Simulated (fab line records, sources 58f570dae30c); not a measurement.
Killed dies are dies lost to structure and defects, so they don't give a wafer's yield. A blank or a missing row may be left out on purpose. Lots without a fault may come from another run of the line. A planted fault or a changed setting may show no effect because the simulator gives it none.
A struck lot beside a sound one | flow berkeley_cmos170 | 27 steps out of a route of 331
Sound: wafers L547.1, L547.2, L547.6. Struck: wafers L556.1, L556.3, L556.5. The cause comes at the end.
At each step with rows: each side's tool, then ch and its chambers, then its first start. Under that, the readings that differ: sound wafers | struck wafers | difference of the means | sigmas: that difference in standard deviations of wafers without a fault.
alike: readings whose means differ by less than 2 such deviations, and words and numbers that are the same on both sides. not compared: withheld readings, readings that some wafer has no value for, bounds like >300 that may hide the same value, and numbers for which the record gives no deviation and whose values overlap.
The two part at a step that has a row with sigmas, a row that says differs or no value, or rows on one side only. Numbers that don't overlap but have no deviation are shown without sigmas and don't part them. A reading that every wafer of one side lacks parts them only if that side has two wafers or more.

UCB170_SPACER_THK_MEAS_01:
  sound on film_metro-04, day 6 21:46; struck on film_metro-01, day 8 08:40
  alike: SPACER_TEOS_THK
then, 1 step without rows for these wafers: UCB170_SPACER_ANNEAL_02 (time 1800 s).
UCB170_SPACER_ETCHBACK_03: etches SiO2 in CHF3/CF4/Ar, stops on Si, target depth 376 nm, time 100 s.
  sound on rie_diel-02 ch 0,1,3, day 7 01:12; struck on rie_diel-02 ch 0,1,3, day 8 12:25
  alike: drypump_motor_current_A, oes_product_au, throttle_valve_pct
  not compared: rf_hours_counter_h
then, 6 steps without rows for these wafers: UCB170_PSD_HMDS_00 (prime time 60 s); UCB170_PSD_COAT_01 (resist thk 900 nm); UCB170_PSD_SOFTBAKE_02 (time 60 s); UCB170_PSD_EXPOSE_03 (exposes mask PSELECT MOD, target cd 1200 nm); UCB170_PSD_PEB_04; UCB170_PSD_DEVELOP_05 (develop time 45 s).
UCB170_PSD_CD_MEAS_06: target cd 1200 nm.
  sound on cd_sem-01, day 7 03:29; struck on cd_sem-02, day 8 13:30
  alike: cd_nm
UCB170_PSD_OVL_MEAS_07:
  sound on overlay-01, day 7 03:37; struck on overlay-02, day 8 13:37
  alike: PSD_OVL
then, 1 step without rows for these wafers: UCB170_PSD_IMPLANT_08.
UCB170_PSD_STRIP_09: strips in O2.
  sound on plasma_asher-03 ch 0,1, day 7 03:47; struck on plasma_asher-03 ch 0,1, day 8 13:49
  no value came back on the struck wafers for chamber_pressure_mTorr (mTorr), drypump_motor_current_A (A), oes_product_au (a.u.), strip_time_to_endpoint_s (s); on the sound wafers chamber_pressure_mTorr (mTorr) reads 3498 3497 3496
  reading                              | sound | struck            | difference | sigmas
  model.KrF_of_PSD_COAT_01.thk_nm (nm) | 0 0 0 | 881.2 882.7 884.7 | +882.9     |
  not compared: rf_hours_counter_h
UCB170_PSD_TW_MEAS_10:
  sound on film_metro-04, day 7 03:53; struck on film_metro-02, day 8 13:55
  alike: PSD_TW
then, 7 steps without rows for these wafers: UCB170_PSD_CLEAN_11 (cleans in SPM, time 600 s); UCB170_NSD_HMDS_00 (prime time 60 s); UCB170_NSD_COAT_01 (resist thk 900 nm); UCB170_NSD_SOFTBAKE_02 (time 60 s); UCB170_NSD_EXPOSE_03 (exposes mask NSELECT MOD, target cd 1200 nm); UCB170_NSD_PEB_04; UCB170_NSD_DEVELOP_05 (develop time 45 s).
UCB170_NSD_CD_MEAS_06: target cd 1200 nm.
  sound on cd_sem-02, day 7 06:18; struck on cd_sem-01, day 8 15:24
  alike: cd_nm
UCB170_NSD_OVL_MEAS_07:
  sound on overlay-01, day 7 06:25; struck on overlay-01, day 8 15:31
  alike: NSD_OVL
then, 1 step without rows for these wafers: UCB170_NSD_IMPLANT_08.
UCB170_NSD_STRIP_09: strips in O2.
  sound on plasma_asher-01 ch 0,1, day 7 06:37; struck on plasma_asher-01 ch 0,1, day 8 15:43
  reading                      | sound             | struck            | difference | sigmas
  oes_product_au (a.u.)        | 0.536 0.539 0.538 | 0.617 0.622 0.621 | +0.082     | +17
  strip_time_to_endpoint_s (s) | 35.69 35.68 35.74 | 61.76 61.78 61.86 | +26.10     | +99 or more
  alike: chamber_pressure_mTorr, drypump_motor_current_A
  not compared: rf_hours_counter_h
UCB170_NSD_TW_MEAS_10:
  sound on film_metro-03, day 7 06:43; struck on film_metro-04, day 8 15:49
  reading | sound          | struck   | difference | sigmas
  NSD_TW  | 4244 4250 4268 | 30 30 30 | -4224      | -99 or more
then, 1 step without rows for these wafers: UCB170_NSD_CLEAN_11 (cleans in SPM, time 600 s).

WHERE THEY PART
First at UCB170_PSD_STRIP_09; last, within this record, at UCB170_NSD_TW_MEAS_10.

WHY: what the simulator had put in
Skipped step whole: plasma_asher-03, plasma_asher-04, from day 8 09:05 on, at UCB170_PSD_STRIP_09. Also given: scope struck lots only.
